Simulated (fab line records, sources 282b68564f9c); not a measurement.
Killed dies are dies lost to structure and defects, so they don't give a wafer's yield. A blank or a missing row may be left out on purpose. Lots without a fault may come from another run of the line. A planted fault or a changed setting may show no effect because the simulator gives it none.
A struck lot beside a sound one | flow rit_cmos | 43 steps out of a route of 202
Sound: wafers L141.1, L141.3, L141.4. Struck: wafers L149.2, L149.3, L149.5. The cause comes at the end.
At each step with rows: each side's tool, then ch and its chambers, then its first start. Under that, the readings that differ: sound wafers | struck wafers | difference of the means | sigmas: that difference in standard deviations of wafers without a fault.
alike: readings whose means differ by less than 2 such deviations, and words and numbers that are the same on both sides. not compared: withheld readings, readings that some wafer has no value for, bounds like >300 that may hide the same value, and numbers for which the record gives no deviation and whose values overlap.
The two part at a step that has a row with sigmas, a row that says differs or no value, or rows on one side only. Numbers that don't overlap but have no deviation are shown without sigmas and don't part them. A reading that every wafer of one side lacks parts them only if that side has two wafers or more.

first, 2 steps without rows for these wafers: RIT_FOX2_CLEAN_02 (cleans in dHF, time 180 s); RIT_FOX2_WET_ETCH_03 (etches Si3N4 in H3PO4, target depth 195 nm, time 2700 s).
RIT_FOX2_THK_MEAS_90:
  sound on film_metro-04, day 2 11:38; struck on film_metro-03, day 4 04:53
  reading                     | sound       | struck      | difference | sigmas
  FIELD_OXIDE_LEFT_1_THK (nm) | 330 341 330 | 311 315 316 | -20        | -3
then, 6 steps without rows for these wafers: RIT_NWELL_HMDS_00 (prime time 60 s); RIT_NWELL_COAT_01 (resist thk 1300 nm); RIT_NWELL_SOFTBAKE_02 (time 60 s); RIT_NWELL_EXPOSE_03 (exposes mask M2, target cd 43900 nm); RIT_NWELL_PEB_04; RIT_NWELL_DEVELOP_05 (develop time 68 s).
RIT_NWELL_OVL_MEAS_06:
  sound on overlay-01, day 2 12:42; struck on overlay-01, day 4 05:57
  alike: NWELL_OVL
then, 2 steps without rows for these wafers: RIT_NWELL_HARDBAKE_07 (time 120 s); RIT_NWELL_IMPLANT_08.
RIT_NWELL_STRIP_09: strips in O2, time 180 s.
  sound on plasma_asher-02 ch 0,1, day 2 13:08; struck on plasma_asher-03 ch 0,1, day 4 06:23
  alike: drypump_motor_current_A
  not compared: rf_hours_counter_h
RIT_NWELL_TW_MEAS_10:
  sound on film_metro-03, day 2 13:19; struck on film_metro-03, day 4 06:34
  alike: NWELL_TW
then, 6 steps without rows for these wafers: RIT_PWELL_HMDS_00 (prime time 60 s); RIT_PWELL_COAT_01 (resist thk 1286 nm); RIT_PWELL_SOFTBAKE_02 (time 60 s); RIT_PWELL_EXPOSE_03 (exposes mask M3, target cd 43700 nm); RIT_PWELL_PEB_04; RIT_PWELL_DEVELOP_05 (develop time 68 s).
RIT_PWELL_OVL_MEAS_06:
  sound on overlay-02, day 2 14:17; struck on overlay-01, day 4 07:37
  alike: PWELL_OVL
then, 2 steps without rows for these wafers: RIT_PWELL_HARDBAKE_07 (time 120 s); RIT_PWELL_IMPLANT_08.
RIT_PWELL_STRIP_09: strips in O2, time 180 s.
  sound on plasma_asher-01 ch 0,1, day 2 14:50; struck on plasma_asher-03 ch 0,1, day 4 08:03
  alike: drypump_motor_current_A
  not compared: rf_hours_counter_h
RIT_PWELL_TW_MEAS_10:
  sound on film_metro-03, day 2 15:01; struck on film_metro-04, day 4 08:14
  alike: PWELL_TW
then, 1 step without rows for these wafers: RIT_WELLDRIVE_ANNEAL_00 (time 14700 s).
RIT_WELLDRIVE_RS_MEAS_01: measures by four-point-probe.
  sound on film_metro-03, day 2 21:07; struck on film_metro-03, day 4 13:41
  alike: NWELL_RS
RIT_WELLDRIVE_RS_MEAS_02: measures by four-point-probe.
  sound on film_metro-03, day 2 21:14; struck on film_metro-03, day 4 13:49
  alike: PWELL_RS
then, 6 steps without rows for these wafers: RIT_NRETRO_HMDS_00 (prime time 60 s); RIT_NRETRO_COAT_01 (resist thk 1300 nm); RIT_NRETRO_SOFTBAKE_02 (time 60 s); RIT_NRETRO_EXPOSE_03 (exposes mask M4, target cd 43900 nm); RIT_NRETRO_PEB_04; RIT_NRETRO_DEVELOP_05 (develop time 68 s).
RIT_NRETRO_OVL_MEAS_06:
  sound on overlay-02, day 2 22:23; struck on overlay-02, day 4 14:48
  alike: NRETRO_OVL
then, 2 steps without rows for these wafers: RIT_NRETRO_HARDBAKE_07 (time 120 s); RIT_NRETRO_IMPLANT_08.
RIT_NRETRO_STRIP_09: strips in O2, time 180 s.
  sound on plasma_asher-02 ch 0,1, day 2 22:50; struck on plasma_asher-01 ch 0, day 4 15:14
  alike: drypump_motor_current_A
  not compared: rf_hours_counter_h
RIT_NRETRO_TW_MEAS_10:
  sound on film_metro-04, day 2 23:00; struck on film_metro-04, day 4 15:25
  alike: NRETRO_TW
then, 3 steps without rows for these wafers: RIT_PRETRO_HMDS_00 (prime time 60 s); RIT_PRETRO_COAT_01 (resist thk 1300 nm); RIT_PRETRO_SOFTBAKE_02 (time 60 s).
RIT_M1_PROBE_99:
  sound on prober-01, day 4 07:15; struck on prober-01, day 5 21:11
  reading             | sound | struck   | difference | sigmas
  killed_at_front_end | 8 4 7 | 39 12 18 | +17        | +5
  killed_dies         | 8 4 7 | 39 13 18 | +17        | +5
  killed_on_rim       | 1 1 3 | 1 9 10   | +5         | +4
  alike: killed_at_contacts, killed_open, killed_short

WHERE THEY PART
First at RIT_FOX2_THK_MEAS_90; last, within this record, at RIT_M1_PROBE_99.

WHY: what the simulator had put in
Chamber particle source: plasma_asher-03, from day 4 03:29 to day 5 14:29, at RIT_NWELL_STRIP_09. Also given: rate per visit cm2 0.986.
